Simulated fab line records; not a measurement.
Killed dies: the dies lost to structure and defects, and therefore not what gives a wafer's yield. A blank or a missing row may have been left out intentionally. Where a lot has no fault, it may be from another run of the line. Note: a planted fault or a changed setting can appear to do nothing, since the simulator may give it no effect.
Matching of chambers	flow berkeleyCmos170	UCB170_V2_CVD_00 on pecvd-01 has 3 sister chambers
The step deposits SiO2 from TEOS/O2, target thk 2000 nm, time 250 s. 6 wafers are shown with their chamber, then 7 later ones without.

## WAFERS PAIRED WITH THEIR CHAMBERS
wafer	chamber	heaterPowerW (W)
L734.6	1	280
L736.4	2	273
L738.4	0	197
L738.5	1	385
L743.1	0	257
L743.2	2	265

## WAFERS WITHOUT THEIR CHAMBER
wafer	heaterPowerW (W)
L743.5	184
L744.2	267
L744.4	192
L744.5	182
L750.1	257
L750.3	383
L750.6	278

## CHAMBER TAKEN BY EACH
wafer	from the rows above	in truth
L743.5	can't be placed: 0 or 2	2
L744.2	can't be placed: 2 or 0 or 1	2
L744.4	can't be placed: 0 or 2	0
L744.5	can't be placed: 0 or 2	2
L750.1	can't be placed: 2 or 0 or 1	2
L750.3	can't be placed: 1 or 2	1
L750.6	can't be placed: 2 or 0 or 1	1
0 of 7 placed correctly. Can't be placed from these rows: 7 (the true chamber is among the candidates in 7). 0 placed wrongly.
How it was worked out, from the rows above alone: a wafer's distance from a chamber is the root of the sum, over the readings, of the square of ((its reading less the chamber's mean) divided by the reading's scatter). The wafer belongs to the nearest chamber; if the next one is less than 2 further off, it can't be placed. A chamber's mean is the mean of its shown wafers. The scatter: take each reading less its chamber's mean, square it, sum over the shown wafers, divide by the number of wafers less the number of chambers, and take the root.
